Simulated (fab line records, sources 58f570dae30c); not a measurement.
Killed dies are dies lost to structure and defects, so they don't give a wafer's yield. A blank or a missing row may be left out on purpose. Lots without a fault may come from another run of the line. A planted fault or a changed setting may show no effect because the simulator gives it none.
fab line records | flow berkeley_cmos170 | part 2 of 2: steps 32 to 44 of 44
record lots=5 wafers=15 last_day=13
route steps=331 shown ACTIVE@74 PFIELD@79 FIELD@89 SACOX@97 SCREENOX@100 NVT@104 PVT@115
lots that met no fault: from a run of the same line without faults
start_h: hours from the record's first day to the start of the lot's first wafer shown | wait_h: hours since the lot's step before | " the same as in the row above | L1.1+2: a row that stands for several wafers | - no value, or no start given | * or withheld: withheld | < > ~ a bound
route shown NAME@n: a module of which the file shows steps, and the number in the route of the first | usual: mean/standard deviation of fault-free wafers | same: alike in all rows | chamber/n: place in a boat | sites: the reading at each site | _std_site: their standard deviation | _edge_site: outer sites' mean less inner sites' | radius_mm: how far each site lies from the wafer's centre | mask NAME#n: copy n | behind: the tool/chamber that last shaped the wafer | hold: why the lot was held/for how many hours/how that ended | device: the transistor (n, p or np) that didn't switch | end of line: the same wafers' tests at the end of the route | a step without rows: its recipe alone | killed: dies lost to structure and defects at the first sort, not the wafer's yield | map: a wafer's dies, x killed, . not, _ none there
set.NAME: the setting as run; set.NAME@STEP: as run at that earlier step | model.NAME: the simulator's own value behind a step, which no gauge read
lots at some steps of the route; a table a step, a row a wafer
services: from which hour (start_h, from the record's first day; less than 0 if before it) a tool's chamber was out of use, for how many hours, and why
## steps
# step UCB170_NVT_COAT_01
# recipe resist=KrF spin_rpm=1500 resist_thk_nm=910.9
# columns lot.wafer tool chamber start_h wait_h
L075.1+2+6 litho_track-02 0 122.73 0.1
L077.4+5+6 litho_track-01 0 151.25 0.1
L084.1+3+4 litho_track-03 0 177.86 0.1
L087.3+4+6 litho_track-02 0 194.51 0.1
L093.3+4+5 litho_track-01 0 232.71 0.1
# step UCB170_NVT_SOFTBAKE_02
# recipe resist=KrF temp_c=130 time_s=60
# usual heater_power_total_W=56.80/0.045
# columns lot.wafer tool chamber start_h wait_h heater_power_total_W
L075.1 litho_track-02 0 122.88 0.1 56.77
L075.2 " 0 " " 56.86
L075.6 " 0 " " 56.80
L077.4 litho_track-01 0 151.40 0.1 56.83
L077.5 " 0 " " 56.81
L077.6 " 0 " " 56.81
L084.1 litho_track-03 0 178.01 0.1 56.70
L084.3 " 0 " " 56.81
L084.4 " 0 " " 56.86
L087.3 litho_track-02 0 194.66 0.1 56.75
L087.4 " 0 " " 56.77
L087.6 " 0 " " 56.86
L093.3 litho_track-01 0 232.86 0.1 56.81
L093.4 " 0 " " 56.84
L093.5 " 0 " " 56.74
# step UCB170_NVT_EXPOSE_03
# recipe mask_id=PWELL target_cd_nm=3000 na=0.5 sigma_outer=0.6 source_shape=conventional dose_mj=30
# columns lot.wafer tool chamber start_h wait_h mask
L075.1+2+6 krf_scanner-02 0 123.16 0.2 PWELL#0
L077.4+5+6 krf_scanner-01 0 151.66 0.2 PWELL#0
L084.1+3+4 krf_scanner-02 0 178.64 0.6 PWELL#0
L087.3+4+6 krf_scanner-02 0 195.04 0.4 PWELL#0
L093.3+4+5 krf_scanner-01 0 233.15 0.3 PWELL#0
# step UCB170_NVT_PEB_04
# recipe peb_temp_c=130 peb_time_s=withheld resist=KrF
# usual heater_power_total_W=56.80/0.044
# columns lot.wafer tool chamber start_h wait_h heater_power_total_W
L075.1 litho_track-03 0 123.29 0.1 56.79
L075.2 " 0 " " 56.85
L075.6 " 0 " " 56.88
L077.4 litho_track-02 0 151.80 0.1 56.76
L077.5 " 0 " " 56.76
L077.6 " 0 " " 56.79
L084.1 litho_track-01 0 178.98 0.3 56.89
L084.3 " 0 " " 56.85
L084.4 " 0 " " 56.75
L087.3 litho_track-02 0 195.17 0.1 56.78
L087.4 " 0 " " 56.78
L087.6 " 0 " " 56.79
L093.3 litho_track-03 0 233.28 0.1 56.79
L093.4 " 0 " " 56.82
L093.5 " 0 " " 56.79
# step UCB170_NVT_DEVELOP_05
# recipe developer=TMAH develop_time_s=45 resist=KrF dev_temp_c=21
# columns lot.wafer tool chamber start_h wait_h
L075.1+2+6 litho_track-03 0 - -
L077.4+5+6 litho_track-02 0 - -
L084.1+3+4 litho_track-01 0 - -
L087.3+4+6 litho_track-02 0 - -
L093.3+4+5 litho_track-03 0 - -
# step UCB170_NVT_OVL_MEAS_06
# usual NVT_OVL=2/6.6
# columns lot.wafer tool chamber start_h wait_h NVT_OVL[nm]
L075.1 overlay-01 - 123.56 - 0
L075.2 " - " " 13
L075.6 " - " " -2
L077.4 overlay-02 - 152.01 - 7
L077.5 " - " " 7
L077.6 " - " " 8
L084.1 overlay-02 - 179.25 - 9
L084.3 " - " " 5
L084.4 " - " " 8
L087.3 overlay-02 - 195.41 - 2
L087.4 " - " " 4
L087.6 " - " " 5
L093.3 overlay-01 - 233.51 - 9
L093.4 " - " " 2
L093.5 " - " " -1
# step UCB170_NVT_IMPLANT_07
# recipe species=BF2 dose_cm2=3e+12 energy_kev=50 tilt_deg=7
# columns lot.wafer tool chamber start_h wait_h
L075.1+2+6 implanter-03 0 123.60 0.0
L077.4+5+6 implanter-03 0 152.11 0.1
L084.1+3+4 implanter-03 0 179.29 0.0
L087.3+4+6 implanter-04 0 195.48 0.1
L093.3+4+5 implanter-02 0 233.59 0.1
# step UCB170_NVT_STRIP_08
# recipe chemistry=O2 power_w=400 pressure_mtorr=3500 platen_temp_c=withheld o2_flow_sccm=400 overash_fraction=0.5
# usual drypump_motor_current_A=6.0/0.52 oes_product_au=0.735/0.0046 strip_time_to_endpoint_s=21.93/0.062
# columns lot.wafer tool chamber start_h wait_h drypump_motor_current_A oes_product_au rf_hours_counter_h strip_time_to_endpoint_s
L075.1 plasma_asher-04 0 123.75 0.1 6.5 0.741 0 21.93
L075.2 " 1 " " 6.1 0.732 0 21.82
L075.6 " 0 " " 6.5 0.739 - 21.94
L077.4 plasma_asher-04 0 152.22 0.1 6.5 0.740 - 21.97
L077.5 " 0 " " 6.5 0.738 - 21.92
L077.6 " 1 " " 6.1 0.731 - 22.01
L084.1 plasma_asher-02 0 179.44 0.1 5.8 0.735 47 21.88
L084.3 " 1 " " 6.5 0.736 - 21.87
L084.4 " 0 " " 5.7 0.735 - 21.86
L087.3 plasma_asher-01 1 195.62 0.1 5.2 0.732 - 21.95
L087.4 " 0 " " 6.3 0.730 - 21.92
L087.6 " 0 " " 6.2 0.729 - 21.94
L093.3 plasma_asher-02 1 233.72 0.1 6.5 0.734 - 21.87
L093.4 " 0 " " 5.8 0.736 - 21.97
L093.5 " 1 " " 6.5 0.735 - 21.87
# step UCB170_NVT_TW_MEAS_09
# usual NVT_TW=525.2/2.9
# columns lot.wafer tool chamber start_h wait_h NVT_TW
L075.1 film_metro-01 - 123.85 0.1 524.6
L075.2 " - " " 525.8
L075.6 " - " " 525.0
L077.4 film_metro-02 - 152.31 0.1 520.8
L077.5 " - " " 519.5
L077.6 " - " " 522.5
L084.1 film_metro-01 - 179.54 0.1 523.5
L084.3 " - " " 524.7
L084.4 " - " " 526.4
L087.3 film_metro-02 - 195.70 0.1 525.0
L087.4 " - " " 522.8
L087.6 " - " " 522.8
L093.3 film_metro-02 - 233.81 0.1 522.8
L093.4 " - " " 525.0
L093.5 " - " " 525.7
# step UCB170_NVT_CLEAN_10
# recipe chemistry=SPM temp_c=120 time_s=600
# columns lot.wafer tool chamber start_h wait_h
L075.1+2+6 wet_bench-03 1 124.11 0.2
L077.4+5+6 wet_bench-04 1 152.34 0.0
L084.1+3+4 wet_bench-04 3 182.33 2.8
L087.3+4+6 wet_bench-04 0 195.76 0.0
L093.3+4+5 wet_bench-02 2 234.53 0.7
# step UCB170_PVT_HMDS_00
# recipe prime_time_s=60 prime_temp_c=100
# columns lot.wafer tool chamber start_h wait_h
L075.1+2+6 litho_track-04 0 124.28 0.0
L077.4+5+6 litho_track-03 0 152.59 0.1
L084.1+3+4 litho_track-04 0 182.50 0.0
L087.3+4+6 litho_track-02 0 196.00 0.1
L093.3+4+5 litho_track-03 0 235.39 0.7
# step UCB170_PVT_COAT_01
# recipe resist=KrF spin_rpm=1500 resist_thk_nm=900
# columns lot.wafer tool chamber start_h wait_h
L075.1+2+6 litho_track-04 0 124.43 0.1
L077.4+5+6 litho_track-03 0 152.74 0.1
L084.1+3+4 litho_track-04 0 182.65 0.1
L087.3+4+6 litho_track-02 0 196.15 0.1
L093.3+4+5 litho_track-03 0 235.54 0.1
# step UCB170_PVT_SOFTBAKE_02
# recipe resist=KrF temp_c=130 time_s=60
# usual heater_power_total_W=56.80/0.039
# columns lot.wafer tool chamber start_h wait_h heater_power_total_W
L075.1 litho_track-04 0 124.58 0.1 56.79
L075.2 " 0 " " 56.77
L075.6 " 0 " " 56.87
L077.4 litho_track-03 0 152.89 0.1 56.80
L077.5 " 0 " " 56.86
L077.6 " 0 " " 56.81
L084.1 litho_track-04 0 182.80 0.1 56.78
L084.3 " 0 " " 56.84
L084.4 " 0 " " 56.82
L087.3 litho_track-02 0 196.30 0.1 56.82
L087.4 " 0 " " 56.77
L087.6 " 0 " " 56.72
L093.3 litho_track-03 0 235.69 0.1 56.79
L093.4 " 0 " " 56.87
L093.5 " 0 " " 56.78
## services
# columns tool chamber start_h hours kind
furnace-04 - 65.14 3.0 pm
implanter-04 - 68.88 3.4 pm
krf_scanner-01 - 72.74 6.2 repair
implanter-04 - 82.08 3.5 repair
krf_scanner-02 - 83.07 0.8 pm
plasma_asher-02 - 83.79 7.9 repair
krf_scanner-01 - 92.93 1.0 pm
wet_bench-03 - 93.81 4.4 pm
plasma_asher-04 - 108.75 9.0 pm
krf_scanner-01 - 117.24 4.4 pm
krf_scanner-01 - 138.45 1.3 pm
krf_scanner-01 - 142.65 4.0 pm
furnace-04 - 144.85 3.3 pm
wet_bench-04 - 152.53 3.7 repair
krf_scanner-01 - 163.78 0.8 pm
plasma_asher-04 - 175.63 13.4 pm
implanter-04 - 188.03 2.4 repair
krf_scanner-01 - 190.08 1.0 repair
krf_scanner-02 - 191.12 1.0 pm
plasma_asher-04 - 191.73 26.1 repair
furnace-04 - 195.41 2.4 pm
implanter-04 - 227.20 5.6 pm
krf_scanner-02 - 228.47 1.3 pm
krf_scanner-02 - 233.11 0.7 repair
